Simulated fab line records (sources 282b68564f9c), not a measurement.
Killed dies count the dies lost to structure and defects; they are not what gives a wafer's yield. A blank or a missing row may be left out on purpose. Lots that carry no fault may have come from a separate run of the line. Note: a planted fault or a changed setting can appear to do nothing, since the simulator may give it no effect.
Which tool did it? -- flow rit_cmos -- Sampling: 14 lots, 42 wafers, 2 of 202 route steps

== WHAT THE GAUGES READ, wafer by wafer ==
The record lacks any reading of a measuring or inspecting step that a usual standard deviation could be used to judge.

== WHICH TOOL RAN EACH LOT (tool, then ch and the chambers of the sampled wafers, then the start) ==
lot,RIT_NLDD_DEVELOP_05,RIT_M1_PROBE_99
L181,"litho_track-03 ch 0, day 2 20:00",-
L182,"litho_track-01 ch 0, day 2 22:00",-
L183,"litho_track-02 ch 0, day 3 02:00","prober-02, day 3 18:26"
L184,"litho_track-03 ch 0, day 3 07:00","prober-01, day 3 23:54"
L186,"litho_track-02 ch 0, day 3 20:00",-
L189,"litho_track-02 ch 0, day 4 08:00","prober-02, day 5 00:56"
L190,"litho_track-01 ch 0, day 4 14:00","prober-01, day 5 05:56"
L192,"litho_track-01 ch 0, day 5 05:00",-
L193,"litho_track-03 ch 0, day 5 08:00",-
L194,"litho_track-03 ch 0, day 5 14:00","prober-02, day 6 06:38"
L195,"litho_track-01 ch 0, day 5 16:00",-
L197,"litho_track-03 ch 0, day 6 02:00",-
L203,"litho_track-02 ch 0, day 7 06:00",-
L204,"litho_track-01 ch 0, day 7 12:00",-
- RIT_NLDD_DEVELOP_05: develop time 50 s.
- RIT_M1_PROBE_99

== WHAT THE TOOLS THEMSELVES READ (means of the sampled wafers that have a number; where no wafer has one, the mark that the record gives instead) ==
RIT_NLDD_DEVELOP_05.
lot,tool,developer_temp_C (C)
L181,litho_track-03,22.98
L182,litho_track-01,22.99
L183,litho_track-02,23.02
L184,litho_track-03,23.09
L186,litho_track-02,22.92
L189,litho_track-02,22.94
L190,litho_track-01,23.01
L192,litho_track-01,22.90
L193,litho_track-03,22.97
L194,litho_track-03,25.40
L195,litho_track-01,22.87
L197,litho_track-03,25.26
L203,litho_track-02,22.94
L204,litho_track-01,23.09

RIT_M1_PROBE_99.
lot,tool,killed_at_contacts,killed_at_front_end,killed_dies,killed_open,killed_short
L183,prober-02,0.0,5.3,5.3,2.7,2.7
L184,prober-01,0.0,10.0,10.0,6.0,4.0
L189,prober-02,0.3,8.3,8.7,6.0,2.7
L190,prober-01,0.3,8.7,9.0,4.0,5.0
L194,prober-02,0.3,6.7,7.0,3.3,3.0

== THE ANSWER, worked out from the rows above alone ==
Rule: what is usual is taken from the lots themselves. The widest of any qualifying gaps counts: lots, ordered by their means at a reading, are off when they make up no more than a third of the lots, leave a main group of 4 or more, and stand apart from it by 3 or more times the standard deviation of that group's means. Not used: any main group whose means are identical at the precision the tables above print for the reading. A lot without any number at a reading at which 4 lots or more have one is off too. The other lots that the step has rows for count as sound. After the gauges, taken in route order, come the tools' own readings; for these a lot's mean is taken, as printed above. At the first step where some lot is off, the reading lying furthest off is the one used; lots without a number count as furthest.
Off: L194, L197, at RIT_NLDD_DEVELOP_05 (developer_temp_C). Mean 22.98 C and standard deviation 0.066 in the main group.
A tool fits if, at that step or a process step before it, it ran every lot that is off, and no sound lot after the first of them. One candidate fits, namely litho_track-03 at RIT_NLDD_DEVELOP_05. A fault onset in the window from L193 (day 5 08:00, its last sound lot) to L194 (day 5 14:00, its first lot off) fits.
On the lots that are off, the tool's own readings at RIT_NLDD_DEVELOP_05 differ by more than 5 times the standard deviation of the sound lots' means, which bears it out; developer_temp_C reads 25.33 C there versus 22.98 C on the sound lots.

== WHAT HAD BEEN PUT IN BY THE SIMULATOR ==
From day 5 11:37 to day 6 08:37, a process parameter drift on litho_track-03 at RIT_NLDD_DEVELOP_05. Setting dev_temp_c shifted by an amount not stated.
Shown lots that were struck: L194, L197. Same finding as the rule above.
